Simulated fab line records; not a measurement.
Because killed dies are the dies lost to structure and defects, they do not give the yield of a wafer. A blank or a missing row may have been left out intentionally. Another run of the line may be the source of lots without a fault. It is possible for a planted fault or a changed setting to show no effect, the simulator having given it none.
Chamber matching | flow berkeley-cmos170 | 3 sister chambers for UCB170_SILICIDE_WET_ETCH_05 on wet-bench-04
The step etches Ti in SPM, time 45 s. 6 wafers are shown with their chamber, then 3 later ones without.

== WAFERS, EACH WITH ITS CHAMBER ==
wafer  | chamber | bath-guard-temp-C (C) | temp-c (C)
L272.2 | 0       | 121.1                 | 120.15
L272.6 | 0       | 121.3                 | 119.91
L276.2 | 2       | 119.9                 | 120.06
L276.6 | 2       | 120.5                 | 120.19
L277.4 | 3       | 119.8                 | 119.87
L277.5 | 3       | 119.1                 | 120.10

== WAFERS WHOSE CHAMBER IS MISSING ==
wafer  | bath-guard-temp-C (C) | temp-c (C)
L281.3 | 120.1                 | 119.89
L281.4 | 120.0                 | 120.00
L281.5 | 120.3                 | 120.00

== EACH ONE'S CHAMBER ==
wafer  | from the rows above          | in truth
L281.3 | can't be placed: 2 or 3 or 0 | 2
L281.4 | can't be placed: 2 or 3      | 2
L281.5 | can't be placed: 2 or 3 or 0 | 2
Correct placement for 0 of the 3. Can't be placed from these rows: 3 (the true chamber is among the candidates in 3). Wrongly placed: 0.
How it was worked out, from the rows above alone: a wafer's distance from a chamber is the root of the sum, over the readings, of the square of ((its reading less the chamber's mean) divided by the reading's scatter). The wafer belongs to the nearest chamber; if the next one is less than 2 further off, it can't be placed. A chamber's mean is the mean of its shown wafers. The scatter is the square root of a quotient: the sum, over the shown wafers, of each reading's squared deviation from its chamber's mean, divided by wafers minus chambers.
